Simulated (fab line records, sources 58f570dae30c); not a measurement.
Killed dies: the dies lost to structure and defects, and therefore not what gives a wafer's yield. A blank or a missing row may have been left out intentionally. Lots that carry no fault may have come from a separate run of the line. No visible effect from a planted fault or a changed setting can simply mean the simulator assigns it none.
Problem report in the 8D (eight disciplines) form, filled by code / flow berkeley_cmos170 / the parts of the form that need people (team, actions taken, sign-off) are left out

== 1. WHAT WENT WRONG ==
tilt_deg at UCB170_PLDD_IMPLANT_09 reads a mean of 6.399 degrees on 6 wafers of 2 lots; wafers without a fault read 7.001 degrees with a standard deviation of 0.022. That puts it -27 standard deviations away from the usual mean.
Earliest sighting: wafer L180.2 on implanter-04 at day 9 03:40. Wafers with a number at this step in the record: 42, from 14 lots. Rule for "out" (also "out of limits"): further than 4 standard deviations from the usual mean. Any other wafer with a number is counted as sound.

== 2. WHAT IT IS AND WHAT IT IS NOT ==
question=which readings at this step | is=tilt_deg | is not=-
question=which lots | is=L180, L185 | is not=L170, L171, L173, L175, L176, L177, L179, L181, L184, L190, L191, L192
question=which wafers of those lots | is=all that have a number | is not=-
question=read on which tools | is=implanter-04 | is not=implanter-01, implanter-02
question=when | is=from day 9 03:40 | is not=up to then (21 sound wafers); but 15 sound wafers of L181, L184, L190, L191, L192 came after

== 3. SUSPECTS, AND WHAT RULES EACH OUT ==
Counting: any tool at a process step up to the reading is kept as a suspect provided that every lot that is out went through it and no sound lot did after the first of them.
- implanter-04 at UCB170_PLDD_IMPLANT_09: kept. It ran every lot that is out, first L180 (day 9 03:40), and no sound lot after that; its last sound lot up to then is L179 (day 8 14:51). Its own tilt_deg readings are out on those wafers.
After counting, what remains is implanter-04 at UCB170_PLDD_IMPLANT_09.

== 4. THE CAUSE (what the simulator had put in) ==
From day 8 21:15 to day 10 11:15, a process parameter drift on implanter-04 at UCB170_PLDD_IMPLANT_09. Setting tilt_deg shifted by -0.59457 from 7. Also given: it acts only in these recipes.
This tool alone remained once counting was done.

== 5. THE CHAIN OF EFFECTS, in route order ==
Each row: a reading whose mean over the struck wafers that have a number lies more than 3 standard deviations from the usual. Only readings for which the record gives a usual standard deviation are gone through. hours: the time from each lot's start at the first step in this table that gives one to its start at this step, as a median over the lots. sigmas: the change in usual standard deviations.
hours=0; step=UCB170_PLDD_IMPLANT_09; reading=tilt_deg; usual=7.001 degrees; on struck wafers=6.399; change=-0.602; sigmas=-27
Here are the process steps it includes:
- UCB170_PLDD_IMPLANT_09

== 6. WHAT WOULD HAVE CAUGHT IT SOONER ==
First out-of-limits reading in this record: day 9 03:40, which is 6 hours after fault onset at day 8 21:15.
